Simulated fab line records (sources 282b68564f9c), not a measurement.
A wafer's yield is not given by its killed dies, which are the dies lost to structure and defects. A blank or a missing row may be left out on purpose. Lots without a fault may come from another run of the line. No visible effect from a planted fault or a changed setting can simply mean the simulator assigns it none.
fab line records | flow rit-cmos | part 1 of 2: steps 1 to 27 of 28
[record] lots = 5 wafers = 23
route steps=202 shown GATE@84 REOX@98 PLDD@115 NSD@132 SDANNEAL@155 SILICIDE@162 CONTACT@171 M1@202
start-h: start of the lot's first displayed wafer, in hours after the record's first day | wait-h: hours since the lot's step before | " repeats the value in the row above | L1.1+2: several wafers, shown together as one row | - either no value or no given start | * or withheld: withheld | < > ~ a bound
route shown NAME@n: a module of which the file shows steps, and the number in the route of the first | usual: mean and standard deviation over wafers with no fault | same: alike in all rows | chamber/n: place in a boat | sites: each site's reading | _std_site: standard deviation of those values | _edge_site: outer sites' mean less inner sites' | radius-mm: for every site, how far away it sits from the centre of the wafer | mask NAME#n: copy n | behind: tool/chamber where the wafer was last shaped | hold: reason for holding the lot/hours on hold/outcome of the hold | device: the transistor (n, p or np) that didn't switch | end of line: tests run on the same wafers once the route is complete | a step with no rows: only its recipe | killed: count of dies lost to structure and defects at first sort (not the wafer's yield) | map: a wafer's dies, x killed, . not, _ none there
set.NAME: the setting the step ran with; set.NAME@STEP: the setting that earlier step ran with | model.NAME: the simulator's own value behind a step, which no gauge read
one table per step and one row per wafer, for lots whose settings were changed on purpose
[[steps]]
[step RIT_GATE_CVD_08]
[recipe] material = poly-Si target-thk-nm = 250 temp-c = 610 precursor = SiH4 time-s = 2220 pressure-mtorr = 300 sih4-flow-sccm = 100
// columns lot.wafer tool chamber start-h wait-h set.pressure-mtorr model.poly-Si_of_GATE_CVD_08.thk-nm
L074.1 - - - 0.1 300 248.5
L074.2 " - " " 300 249.3
L074.3 " - " " 300 249
L074.4 " - " " 300 248.8
L074.5 " - " " 300 249.2
L075.1 - - - 0.1 263.5 232.6
L075.2 " - " " 263.5 234.4
L075.3 " - " " 263.5 234.3
L075.4 " - " " 263.5 235.5
L075.5 " - " " 263.5 234.5
L077.1 - - - 0.7 333.7 265.5
L077.2 " - " " 333.7 266.3
L077.4 " - " " 333.7 266.6
L077.5 " - " " 333.7 267.7
L077.6 " - " " 333.7 267.2
L078.1 - - - 0.1 334.4 265.2
L078.2 " - " " 334.4 265.3
L078.3+4 " - " " 334.4 264.9
L078.5 " - " " 334.4 264
L085.4 lpcvd-01 1 92.76 0.0 300 250.7
L085.5 " 1 " " 300 253.4
L085.6 " 1 " " 300 252.9
[step RIT_GATE_THK_MEAS_09]
[recipe] reads = poly-Si_of_GATE_CVD_08
[usual] GATE_POLY_THK = 251.0/2.8
// columns lot.wafer tool chamber start-h wait-h set.pressure-mtorr@GATE_CVD_08 GATE_POLY_THK[nm]
L074.1 film-metro-02 - - - 300 248.4
L074.2 " - " " 300 249.3
L074.3 " - " " 300 248.9
L074.4 " - " " 300 248.4
L074.5 " - " " 300 249.4
L075.1 film-metro-04 - - - 263.5 232.6
L075.2 " - " " 263.5 234.4
L075.3 " - " " 263.5 234.2
L075.4 " - " " 263.5 235.6
L075.5 " - " " 263.5 234.3
L077.1 film-metro-04 - - - 333.7 265.5
L077.2 " - " " 333.7 266.5
L077.4 " - " " 333.7 266.5
L077.5 " - " " 333.7 267.8
L077.6 " - " " 333.7 267.1
L078.1 film-metro-02 - - - 334.4 265.4
L078.2 " - " " 334.4 265.3
L078.3 " - " " 334.4 265.1
L078.4 " - " " 334.4 264.9
L078.5 " - " " 334.4 264.0
L085.4 film-metro-02 - 94.41 0.0 300 250.6
L085.5 " - " " 300 253.5
L085.6 " - " " 300 253.1
[step RIT_GATE_DEVELOP_15]
[recipe] resist = NOVOLAK develop-time-s = 50 dev-temp-c = 23
// columns lot.wafer tool chamber start-h wait-h set.develop-time-s
L075.1+2+4 litho-track-04 0 - - 50
L075.3+5 " 0 " " 45.93
L074.1+2+3+4+5 litho-track-01 0 - - 50
L077.1+2+4+5+6 litho-track-01 0 - - 50
L078.1+5 litho-track-01 0 - - 54.55
L078.2+3+4 " 0 " " 50
L085.4+5+6 litho-track-04 0 - - 50
[step RIT_GATE_CD_MEAS_16]
[recipe] target-cd-nm = 150
[usual] cd-nm = 148.4/2.9
// columns lot.wafer tool chamber start-h wait-h set.develop-time-s@GATE_DEVELOP_15 cd-nm
L075.1 cd-sem-01 - 47.80 - 50 149.8
L075.2 " - " " 50 151.8
L075.3 " - " " 45.93 165.9
L075.4 " - " " 50 148.8
L075.5 " - " " 45.93 163.9
L074.1 cd-sem-02 - 48.05 - 50 145.6
L074.2 " - " " 50 146.3
L074.3 " - " " 50 146.3
L074.4 " - " " 50 144.4
L074.5 " - " " 50 144.6
L077.1 cd-sem-01 - 59.46 - 50 148.9
L077.2 " - " " 50 148.6
L077.4 " - " " 50 149.3
L077.5 " - " " 50 147.9
L077.6 " - " " 50 148.5
L078.1 cd-sem-01 - 67.50 - 54.55 135.0
L078.2 " - " " 50 147.5
L078.3 " - " " 50 149.1
L078.4 " - " " 50 147.7
L078.5 " - " " 54.55 132.7
L085.4 cd-sem-01 - 95.35 - 50 144.7
L085.5 " - " " 50 147.9
L085.6 " - " " 50 145.9
[step RIT_GATE_HARDBAKE_18]
[recipe] resist = NOVOLAK temp-c = 140 time-s = 60
[step RIT_GATE_ETCH_19]
[recipe] chemistry = SF6/CHF3/O2 time-s = 165 SF6_flow_sccm = 30 CHF3_flow_sccm = 30 O2_flow_sccm = 5 target = poly-Si pressure-mtorr = 40 rf-w = 160 target-depth-a = 3125 over-etch-frac = 0.25 stop-on = SiO2
// columns lot.wafer tool chamber start-h wait-h set.pressure-mtorr@GATE_CVD_08 set.develop-time-s@GATE_DEVELOP_15 model.GATE.feature-depth-nm model.etch.depth-nm model.GATE.cd-nm
L075.1 rie-si-01 3 48.11 0.1 263.5 50 232.6 232.6 149.9
L075.2 " 1 " " 263.5 50 234.4 234.4 151.5
L075.3 " 2 " " 263.5 45.93 234.3 234.3 165.7
L075.4 " 0 " " 263.5 50 235.5 235.5 149.1
L075.5 " 0 " " 263.5 45.93 234.5 234.5 163.7
L074.1 rie-si-02 2 48.35 0.1 300 50 248.5 248.5 145.2
L074.2 " 3 " " 300 50 249.3 - 146.1
L074.3 " 1 " " 300 50 249 249 146.2
L074.4 " 0 " " 300 50 248.8 - 144.9
L074.5 " 0 " " 300 50 249.2 249.2 144.6
L077.1 rie-si-02 3 60.04 0.1 333.7 50 265.5 265.5 148.4
L077.2 " 0 " " 333.7 50 266.3 266.3 148.9
L077.4 " 2 " " 333.7 50 266.6 - 149.3
L077.5 " 2 " " 333.7 50 267.7 - 147.9
L077.6 " 1 " " 333.7 50 267.2 267.2 148.8
L078.1 rie-si-01 0 67.81 0.1 334.4 54.55 265.2 265.2 135.1
L078.2 " 2 " " 334.4 50 265.3 265.3 147.1
L078.3 " 3 " " 334.4 50 264.9 264.9 148.8
L078.4 " 1 " " 334.4 50 264.8 264.9 147.3
L078.5 " 3 " " 334.4 54.55 264 264 132.6
L085.4 rie-si-02 2 95.60 0.1 300 50 250.7 250.7 144.7
L085.5 " 1 " " 300 50 253.4 253.4 147.9
L085.6 " 0 " " 300 50 252.9 252.9 146.4
[step RIT_GATE_STRIP_20]
[recipe] chemistry = O2 time-s = 180 resist = NOVOLAK platen-temp-c = withheld power-w = 500 pressure-mtorr = 4000 o2-flow-sccm = 4000
[step RIT_GATE_CD_MEAS_90]
[recipe] target-cd-nm = 150
[usual] cd-nm = 148.3/3
// columns lot.wafer tool chamber start-h wait-h set.develop-time-s@GATE_DEVELOP_15 cd-nm
L075.1 cd-sem-02 - 48.39 0.1 50 150.2
L075.2 " - " " 50 151.7
L075.3 " - " " 45.93 165.7
L075.4 " - " " 50 148.9
L075.5 " - " " 45.93 163.6
L074.1 cd-sem-01 - 48.63 0.1 50 145.5
L074.2 " - " " 50 145.9
L074.3 " - " " 50 146.3
L074.4 " - " " 50 145.0
L074.5 " - " " 50 144.7
L077.1 cd-sem-02 - 60.32 0.1 50 148.4
L077.2 " - " " 50 149.0
L077.4 " - " " 50 149.5
L077.5 " - " " 50 147.7
L077.6 " - " " 50 148.9
L078.1 cd-sem-02 - 68.09 0.1 54.55 134.8
L078.2 " - " " 50 147.0
L078.3 " - " " 50 148.7
L078.4 " - " " 50 147.3
L078.5 " - " " 54.55 132.0
L085.4 cd-sem-02 - 95.94 0.1 50 144.8
L085.5 " - " " 50 148.1
L085.6 " - " " 50 146.3
[step RIT_REOX_CLEAN_00]
[recipe] chemistry = SC1 mix = 3:3:50 time-s = 600 temp-c = 75
// columns lot.wafer tool chamber start-h wait-h set.time-s model.poly-Si_of_GATE_CVD_08.thk-nm
L075.1 - - - 0.1 512.4 228.9
L075.2 " - " " 512.4 230.6
L075.3 " - " " 512.4 230.5
L075.4 " - " " 512.4 231.8
L075.5 " - " " 512.4 230.7
L074.1 - - - 0.1 600 244.1
L074.2+5 " - " " 600 244.9
L074.3 " - " " 600 244.6
L074.4 " - " " 600 244.5
L077.1 - - - 0.1 600 261.1
L077.2 " - " " 600 261.9
L077.4 " - " " 600 262.2
L077.5 " - " " 600 263.3
L077.6 " - " " 600 262.8
L078.1 - - - 0.1 631.3 260.7
L078.2 " - " " 631.3 260.8
L078.3 " - " " 631.3 260.4
L078.4 " - " " 631.3 260.3
L078.5 " - " " 631.3 259.5
L085.4 wet-bench-04 1 96.00 0.0 600 246.3
L085.5 " 1 " " 600 249.1
L085.6 " 1 " " 600 248.6
[step RIT_PLDD_COAT_01]
[recipe] resist = NOVOLAK spin-rpm = 3250 resist-thk-nm = 1000
// columns lot.wafer tool chamber start-h wait-h set.resist-thk-nm model.NOVOLAK_of_PLDD_COAT_01.thk-nm
L075.1+2+3 litho-track-02 0 53.06 0.1 1000 1003
L075.4 " 0 " " 1000 1004
L075.5 " 0 " " 1000 1002
L074.1 litho-track-03 0 53.37 0.1 1000 995.7
L074.2 " 0 " " 1000 997.6
L074.3 " 0 " " 1000 995
L074.4 " 0 " " 1047 1044
L074.5 " 0 " " 1047 1042
L077.1+4+6 litho-track-02 0 66.85 0.1 1000 1004
L077.2 " 0 " " 1037 1042
L077.5 " 0 " " 1037 1041
L078.1 litho-track-01 0 72.90 0.1 1000 1000
L078.2 " 0 " " 1054 1057
L078.3 " 0 " " 1000 999.4
L078.4 " 0 " " 1054 1055
L078.5 " 0 " " 1000 1002
L085.4+6 litho-track-02 0 100.82 0.1 1000 1002
L085.5 " 0 " " 1000 1005
[step RIT_PLDD_SOFTBAKE_02]
[recipe] resist = NOVOLAK temp-c = 90 time-s = 60
[step RIT_PLDD_EXPOSE_03]
[recipe] mask-id = M8 na = 0.57 target-cd-nm = 40900 dose-mj = 250
[step RIT_PLDD_DEVELOP_05]
[recipe] resist = NOVOLAK develop-time-s = 50 dev-temp-c = 23
[step RIT_PLDD_HARDBAKE_07]
[recipe] resist = NOVOLAK temp-c = 140 time-s = 60
// columns lot.wafer tool chamber start-h wait-h set.resist-thk-nm@PLDD_COAT_01 model.NOVOLAK_of_PLDD_COAT_01.thk-nm
L075.1 litho-track-02 0 53.80 0.0 1000 886.7
L075.2 " 0 " " 1000 886.8
L075.3 " 0 " " 1000 886.3
L075.4 " 0 " " 1000 887
L075.5 " 0 " " 1000 885.1
L074.1 litho-track-02 0 54.23 0.0 1000 880
L074.2 " 0 " " 1000 881.6
L074.3 " 0 " " 1000 879.3
L074.4 " 0 " " 1047 922.5
L074.5 " 0 " " 1047 920.2
L077.1+6 litho-track-03 0 67.71 0.0 1000 887
L077.2 " 0 " " 1037 920.1
L077.4 " 0 " " 1000 887.1
L077.5 " 0 " " 1037 919.3
L078.1 litho-track-01 0 73.64 0.0 1000 884
L078.2 " 0 " " 1054 933.2
L078.3 " 0 " " 1000 883.2
L078.4 " 0 " " 1054 931.9
L078.5 " 0 " " 1000 885.1
L085.4+6 litho-track-02 0 101.55 0.1 1000 885.4
L085.5 " 0 " " 1000 888.3
[step RIT_NSD_COAT_01]
[recipe] resist = NOVOLAK spin-rpm = 3250 resist-thk-nm = 1000
// columns lot.wafer tool chamber start-h wait-h set.resist-thk-nm model.NOVOLAK_of_NSD_COAT_01.thk-nm
L075.1 litho-track-04 0 57.01 0.1 945 944.8
L075.2 " 0 " " 945 943.9
L075.3 " 0 " " 945 943
L075.4 " 0 " " 1000 997.8
L075.5 " 0 " " 1000 1001
L074.1 litho-track-02 0 57.44 0.1 1000 997.5
L074.2 " 0 " " 1000 997.4
L074.3 " 0 " " 1053 1052
L074.4 " 0 " " 1053 1050
L074.5 " 0 " " 1000 998.2
L077.1 litho-track-04 0 71.79 0.1 1000 1001
L077.2 " 0 " " 1000 999.5
L077.4 " 0 " " 1035 1034
L077.5 " 0 " " 1035 1040
L077.6 " 0 " " 1000 999.9
L078.1 litho-track-02 0 76.83 0.1 1000 1001
L078.2 " 0 " " 1000 999.1
L078.3 " 0 " " 1000 1002
L078.4 " 0 " " 1000 999.8
L078.5 " 0 " " 1000 999.6
L085.4 litho-track-04 0 104.73 0.1 1000 1004
L085.5 " 0 " " 1000 1002
L085.6 " 0 " " 1000 1001
[step RIT_NSD_SOFTBAKE_02]
[recipe] resist = NOVOLAK temp-c = 90 time-s = 60
[step RIT_NSD_EXPOSE_03]
[recipe] mask-id = M9 na = 0.57 target-cd-nm = 40700 dose-mj = 250
[step RIT_NSD_DEVELOP_05]
[recipe] resist = NOVOLAK develop-time-s = 50 dev-temp-c = 23
[step RIT_NSD_HARDBAKE_07]
[recipe] resist = NOVOLAK temp-c = 140 time-s = 60
// columns lot.wafer tool chamber start-h wait-h set.resist-thk-nm@NSD_COAT_01 model.NOVOLAK_of_NSD_COAT_01.thk-nm
L075.1 litho-track-04 0 57.87 0.0 945 835.5
L075.2 " 0 " " 945 834.6
L075.3 " 0 " " 945 833.9
L075.4 " 0 " " 1000 881.8
L075.5 " 0 " " 1000 885
L074.1 litho-track-04 0 58.31 0.0 1000 881.6
L074.2 " 0 " " 1000 881.4
L074.3 " 0 " " 1053 929
L074.4 " 0 " " 1053 927.1
L074.5 " 0 " " 1000 882.2
L077.1 litho-track-02 0 72.52 0.0 1000 884.7
L077.2 " 0 " " 1000 883.3
L077.4 " 0 " " 1035 913.6
L077.5 " 0 " " 1035 919.2
L077.6 " 0 " " 1000 883.7
L078.1 litho-track-04 0 77.81 0.1 1000 884.8
L078.2 " 0 " " 1000 883
L078.3 " 0 " " 1000 885.3
L078.4 " 0 " " 1000 883.6
L078.5 " 0 " " 1000 883.4
L085.4 litho-track-04 0 105.47 0.1 1000 887.4
L085.5 " 0 " " 1000 885.5
L085.6 " 0 " " 1000 885
[step RIT_NSD_IMPLANT_08]
[recipe] species = P energy-kev = 25 dose-cm2 = 1e+15 tilt-deg = 7
// columns lot.wafer tool chamber start-h wait-h set.dose-cm2
L075.1+2+5 implanter-01 0 58.02 0.1 9.729e+14
L075.3+4 " 0 " " 1e+15
L074.1+2+4 implanter-04 0 58.46 0.1 1e+15
L074.3+5 " 0 " " 1.038e+15
L077.1+5 implanter-01 0 72.67 0.1 1.037e+15
L077.2+4+6 " 0 " " 1e+15
L078.1+4 implanter-02 0 77.96 0.1 1.062e+15
L078.2+3+5 " 0 " " 1e+15
L085.4+5+6 implanter-02 0 105.62 0.1 1e+15
[step RIT_SDANNEAL_CLEAN_02]
[recipe] chemistry = SC2 mix = 3:3:50 time-s = 600 temp-c = 75 dry = n2-spin
// columns lot.wafer tool chamber start-h wait-h set.time-s
L075.1+2+3+4+5 - - - 0.0 530.5
L074.1+2+3+4+5 - - - 0.0 654.1
L077.1+2+4+5+6 - - - 0.0 600
L078.1+2+3+4+5 - - - 0.0 645.4
L085.4+5+6 wet-bench-04 2 107.89 0.0 600
[step RIT_SDANNEAL_RTA_03]
[recipe] temp-c = 1050 time-s = 5 idle-temp-c = 600 ramp-up-c-per-s = 342 ramp-down-c-per-s = 171 cool-to-c = 600 ambient = N2
[step RIT_SDANNEAL_RS_MEAS_05]
[recipe] thk-meas-gauge = four-point-probe
[usual] NSD_RS = 84.48/0.29
// columns lot.wafer tool chamber start-h wait-h set.dose-cm2@NSD_IMPLANT_08 NSD_RS[ohm/sq]
L075.1 film-metro-01 - 60.83 0.1 9.729e+14 86.72
L075.2 " - " " 9.729e+14 86.58
L075.3 " - " " 1e+15 84.47
L075.4 " - " " 1e+15 84.98
L075.5 " - " " 9.729e+14 86.12
L074.1 film-metro-02 - 61.01 0.1 1e+15 84.28
L074.2 " - " " 1e+15 84.57
L074.3 " - " " 1.038e+15 82.42
L074.4 " - " " 1e+15 84.94
L074.5 " - " " 1.038e+15 82.04
L077.1 film-metro-02 - 75.18 0.1 1.037e+15 82.21
L077.2 " - " " 1e+15 84.86
L077.4 " - " " 1e+15 85.05
L077.5 " - " " 1.037e+15 82.34
L077.6 " - " " 1e+15 85.08
L078.1 film-metro-01 - 80.34 0.1 1.062e+15 80.52
L078.2 " - " " 1e+15 84.57
L078.3 " - " " 1e+15 84.68
L078.4 " - " " 1.062e+15 80.47
L078.5 " - " " 1e+15 84.75
L085.4 film-metro-01 - 108.31 0.1 1e+15 84.18
L085.5 " - " " 1e+15 84.31
L085.6 " - " " 1e+15 84.04
[step RIT_SILICIDE_SPUTTER_01]
[recipe] material = Ti target-thk-nm = 30 power-w = 350 chamber-pressure-pa = 0.667 gas = Ar time-s = 240 substrate-temp-c = 25
// columns lot.wafer tool chamber start-h wait-h set.time-s model.Ti_of_SILICIDE_SPUTTER_01.thk-nm
L075.1 pvd-sputter-03 - 61.20 0.0 240 29.37
L075.2 " - " " 240 29.92
L075.3 " - " " 240 29.82
L075.4 " - " " 240 30.07
L075.5 " - " " 240 29.56
L074.1 pvd-sputter-04 - 61.42 0.0 240 30.33
L074.2 " - " " 240 29.88
L074.3 " - " " 240 30.75
L074.4 " - " " 240 30.23
L074.5 " - " " 240 29.81
L077.1 pvd-sputter-01 - 75.55 0.0 240 29.65
L077.2 " - " " 266.2 32.59
L077.4 " - " " 266.2 32.7
L077.5 " - " " 240 29.26
L077.6 " - " " 240 29.8
L078.1 pvd-sputter-03 - 80.71 0.0 240 30.58
L078.2 " - " " 250 31.03
L078.3 " - " " 250 31.25
L078.4 " - " " 240 30.3
L078.5 " - " " 240 29.68
L085.4 pvd-sputter-03 - 108.62 0.0 240 30.25
L085.5 " - " " 240 30.11
L085.6 " - " " 240 29.91
[step RIT_SILICIDE_RS_MEAS_02]
[recipe] thk-meas-gauge = four-point-probe reads = Ti_of_SILICIDE_SPUTTER_01
[usual] SILICIDE_TI_RS = 47.6/0.67
// columns lot.wafer tool chamber start-h wait-h set.time-s@SILICIDE_SPUTTER_01 SILICIDE_TI_RS[ohm/sq]
L075.1 film-metro-04 - 61.35 0.1 240 49.1
L075.2 " - " " 240 48.1
L075.3 " - " " 240 48.2
L075.4 " - " " 240 47.6
L075.5 " - " " 240 48.8
L074.1 film-metro-03 - 61.57 0.1 240 47.3
L074.2 " - " " 240 48.1
L074.3 " - " " 240 46.3
L074.4 " - " " 240 47.4
L074.5 " - " " 240 48.2
L077.1 film-metro-03 - 75.70 0.1 240 48.5
L077.2 " - " " 266.2 43.1
L077.4 " - " " 266.2 42.9
L077.5 " - " " 240 49.4
L077.6 " - " " 240 48.3
L078.1 film-metro-04 - 80.86 0.1 240 46.6
L078.2 " - " " 250 45.8
L078.3 " - " " 250 45.4
L078.4 " - " " 240 47.1
L078.5 " - " " 240 48.5
L085.4 film-metro-03 - 108.83 0.1 240 47.4
L085.5 " - " " 240 47.6
L085.6 " - " " 240 47.9
[step RIT_SILICIDE_THK_MEAS_03]
[recipe] thk-meas-gauge = xrf reads = Ti_of_SILICIDE_SPUTTER_01
[usual] SILICIDE_TI_THK = 31.0/0.4
// columns lot.wafer tool chamber start-h wait-h set.time-s@SILICIDE_SPUTTER_01 SILICIDE_TI_THK[nm]
L075.1 film-metro-04 - 61.47 0.1 240 30.0
L075.2 " - " " 240 30.5
L075.3 " - " " 240 30.5
L075.4 " - " " 240 30.7
L075.5 " - " " 240 30.1
L074.1 film-metro-03 - 61.69 0.1 240 31.2
L074.2 " - " " 240 30.9
L074.3 " - " " 240 31.7
L074.4 " - " " 240 31.3
L074.5 " - " " 240 30.7
L077.1 film-metro-03 - 75.82 0.1 240 30.5
L077.2 " - " " 266.2 33.5
L077.4 " - " " 266.2 33.6
L077.5 " - " " 240 30.2
L077.6 " - " " 240 30.7
L078.1 film-metro-04 - 80.98 0.1 240 31.3
L078.2 " - " " 250 31.9
L078.3 " - " " 250 32.0
L078.4 " - " " 240 31.2
L078.5 " - " " 240 30.5
L085.4 film-metro-03 - 108.92 0.1 240 31.5
L085.5 " - " " 240 31.2
L085.6 " - " " 240 30.9
[step RIT_CONTACT_COAT_03]
[recipe] resist = NOVOLAK spin-rpm = 3250 resist-thk-nm = 1000
// columns lot.wafer tool chamber start-h wait-h set.spin-rpm model.NOVOLAK_of_CONTACT_COAT_03.thk-nm
L075.1 litho-track-02 0 61.97 0.1 3123 1028
L075.2 " 0 " " 3250 1013
L075.3+4 " 0 " " 3250 1009
L075.5 " 0 " " 3123 1032
L074.1 litho-track-04 0 62.19 0.1 3250 1004
L074.2 " 0 " " 3363 985.2
L074.3 " 0 " " 3250 1005
L074.4 " 0 " " 3363 982.9
L074.5 " 0 " " 3363 984.7
L077.1 litho-track-01 0 76.40 0.1 3316 995.5
L077.2 " 0 " " 3250 1006
L077.4 " 0 " " 3316 998.4
L077.5 " 0 " " 3250 1004
L077.6 " 0 " " 3316 995.2
L078.1 litho-track-01 0 81.54 0.1 3317 987.9
L078.2+4 " 0 " " 3250 1001
L078.3 " 0 " " 3317 993.5
L078.5 " 0 " " 3317 989.5
L085.4+6 litho-track-01 0 109.46 0.1 3250 1001
L085.5 " 0 " " 3250 998.8
[[key]]
[split] step = RIT_GATE_CVD_08 setting = pressure-mtorr stated = 300 by = lot
[response] step = RIT_GATE_CVD_08 reading = model.poly-Si_of_GATE_CVD_08.thk-nm change = +1.34 per = 1% r = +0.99
[response] step = RIT_GATE_THK_MEAS_09 reading = GATE_POLY_THK change = +1.35 per = 1% r = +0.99
[response] step = RIT_GATE_ETCH_19 reading = model.GATE.feature-depth-nm change = +1.34 per = 1% r = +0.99
[response] step = RIT_GATE_ETCH_19 reading = model.etch.depth-nm change = +1.32 per = 1% r = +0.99
[split] step = RIT_GATE_DEVELOP_15 setting = develop-time-s stated = 50 by = wafer
[response] step = RIT_GATE_CD_MEAS_16 reading = cd-nm change = -1.68 per = 1% r = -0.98
[response] step = RIT_GATE_ETCH_19 reading = model.GATE.cd-nm change = -1.64 per = 1% r = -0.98
[response] step = RIT_GATE_CD_MEAS_90 reading = cd-nm change = -1.66 per = 1% r = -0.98
[response] step = RIT_M1_PROBE_99 reading = model.etest.pmos_0p15.r-on-ohm-um change = -40.2 per = 1% r = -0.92
[response] step = RIT_M1_PROBE_99 reading = model.etest.pmos-turned.r-on-ohm-um change = -39.7 per = 1% r = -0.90
[split] step = RIT_REOX_CLEAN_00 setting = time-s stated = 600 by = lot
[response] step = RIT_REOX_CLEAN_00 reading = model.poly-Si_of_GATE_CVD_08.thk-nm change = +1.5 per = 1% r = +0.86
[response] step = RIT_M1_PROBE_99 reading = model.etest.pldd.width-nm change = +8.88 per = 1% r = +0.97
[split] step = RIT_PLDD_COAT_01 setting = resist-thk-nm stated = 1000 by = wafer
[response] step = RIT_PLDD_COAT_01 reading = model.NOVOLAK_of_PLDD_COAT_01.thk-nm change = +10.1 per = 1% r = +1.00
[response] step = RIT_PLDD_HARDBAKE_07 reading = model.NOVOLAK_of_PLDD_COAT_01.thk-nm change = +8.86 per = 1% r = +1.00
[split] step = RIT_NSD_COAT_01 setting = resist-thk-nm stated = 1000 by = wafer
[response] step = RIT_NSD_COAT_01 reading = model.NOVOLAK_of_NSD_COAT_01.thk-nm change = +10.1 per = 1% r = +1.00
[response] step = RIT_NSD_HARDBAKE_07 reading = model.NOVOLAK_of_NSD_COAT_01.thk-nm change = +8.88 per = 1% r = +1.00
[split] step = RIT_NSD_IMPLANT_08 setting = dose-cm2 stated = 1e+15 by = wafer
[response] step = RIT_SDANNEAL_RS_MEAS_05 reading = NSD_RS change = -0.672 per = 1% r = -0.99
[split] step = RIT_SDANNEAL_CLEAN_02 setting = time-s stated = 600 by = lot
response none clear
[split] step = RIT_SILICIDE_SPUTTER_01 setting = time-s stated = 240 by = wafer
[response] step = RIT_SILICIDE_SPUTTER_01 reading = model.Ti_of_SILICIDE_SPUTTER_01.thk-nm change = +0.275 per = 1% r = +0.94
[response] step = RIT_SILICIDE_RS_MEAS_02 reading = SILICIDE_TI_RS change = -0.517 per = 1% r = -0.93
[response] step = RIT_SILICIDE_THK_MEAS_03 reading = SILICIDE_TI_THK change = +0.277 per = 1% r = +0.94
[split] step = RIT_CONTACT_COAT_03 setting = spin-rpm stated = 3250 by = wafer
[response] step = RIT_CONTACT_COAT_03 reading = model.NOVOLAK_of_CONTACT_COAT_03.thk-nm change = -5.27 per = 1% r = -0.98
